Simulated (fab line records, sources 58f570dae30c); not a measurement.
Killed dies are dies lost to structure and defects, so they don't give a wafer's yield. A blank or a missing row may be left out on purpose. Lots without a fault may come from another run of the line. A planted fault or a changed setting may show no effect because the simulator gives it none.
One fault seen from 2 desks | flow berkeley_cmos170 | each desk has only its own numbers; what lay behind them comes last

THE TOOL OWNER'S DESK: implanter-04
The tool's own readings at UCB170_PFIELD_IMPLANT_07: means of the sampled wafers that have a number, for each lot that ran on this tool. A lot is out of limits, marked OUT, if its mean lies more than 4 standard deviations from the usual mean; the brackets give that distance.
Columns: A = beam_on_s at UCB170_PFIELD_IMPLANT_07, usual 10.02 s; B = dose_ions_cm2 at UCB170_PFIELD_IMPLANT_07, usual 2.0002e+13; C = end_station_pressure_torr at UCB170_PFIELD_IMPLANT_07, usual 5.03e-06 Torr; D = faraday_current_uA at UCB170_PFIELD_IMPLANT_07, usual 63.3
lot  | first seen here | A     | B                            | C        | D
L200 | day 6 06:57     | 9.98  | 1.3901e+13 (-99 or more) OUT | 5.07e-06 | 44.0 (-15) OUT
L203 | day 6 12:34     | 10.09 | 1.3911e+13 (-99 or more) OUT | 4.94e-06 | 43.7 (-15) OUT
This desk's finding: out of limits on L200, L203; first on L200, day 6 06:57 (dose_ions_cm2 at UCB170_PFIELD_IMPLANT_07). In limits: none.

THE METROLOGY DESK
What the gauges read, lot by lot, whatever tool the lot ran on: means of the sampled wafers that have a number. A lot is out of limits, marked OUT, if its mean lies more than 4 standard deviations from the usual mean; the brackets give that distance.
Columns: A = INCOMING_BOW at UCB170_START_BOW_MEAS_00, usual 0 um; B = NWELL_TW at UCB170_NWELL_TW_MEAS_16, usual 1255; C = PFIELD_TW at UCB170_PFIELD_TW_MEAS_09, usual 606; D = GATE_POLY_THK at UCB170_GATE_THK_MEAS_05, usual 213.2 nm
lot  | first seen here | A  | B    | C             | D
L195 | day 1 10:01     | -2 | 1264 | 601           | 213.4
L196 | day 1 15:00     | 6  | 1267 | 608           | 215.1
L200 | day 2 11:00     | -4 | 1255 | 542 (-15) OUT | 216.7
L203 | day 3 02:00     | -9 | 1263 | 545 (-14) OUT | 211.8
L209 | day 4 08:02     | 6  | 1245 | 602           | 216.8
L211 | day 4 18:00     | 4  | 1248 | 614           | 214.5
L213 | day 5 04:00     | 2  | 1250 | 605           | 212.5
L215 | day 5 14:00     | -3 | 1258 | 611           | 208.7
L217 | day 6 00:02     | -1 | 1258 | 602           | 211.8
L218 | day 6 05:00     | 2  | 1257 | 609           | 209.9
This desk's finding: out of limits on L200, L203; first on L200, day 6 07:12 (PFIELD_TW at UCB170_PFIELD_TW_MEAS_09). In limits: L195, L196, L209, L211, L213, L215, L217, L218.

PUT TOGETHER
The tool owner's desk could have raised an alarm at day 6 06:57, on L200, L203.
The metrology desk could have raised an alarm at day 6 07:12, on L200, L203.
Of the lots named, all ran UCB170_PFIELD_IMPLANT_07 on implanter-04.

WHAT THE SIMULATOR HAD PUT IN
Process parameter drift: implanter-04, from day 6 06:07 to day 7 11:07, at UCB170_PFIELD_IMPLANT_07. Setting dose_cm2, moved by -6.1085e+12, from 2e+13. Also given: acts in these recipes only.
Lots struck among those shown: L200, L203.
Hours from the fault's start to each desk's first reading out of limits: the tool owner's desk, 1; the metrology desk, 1.
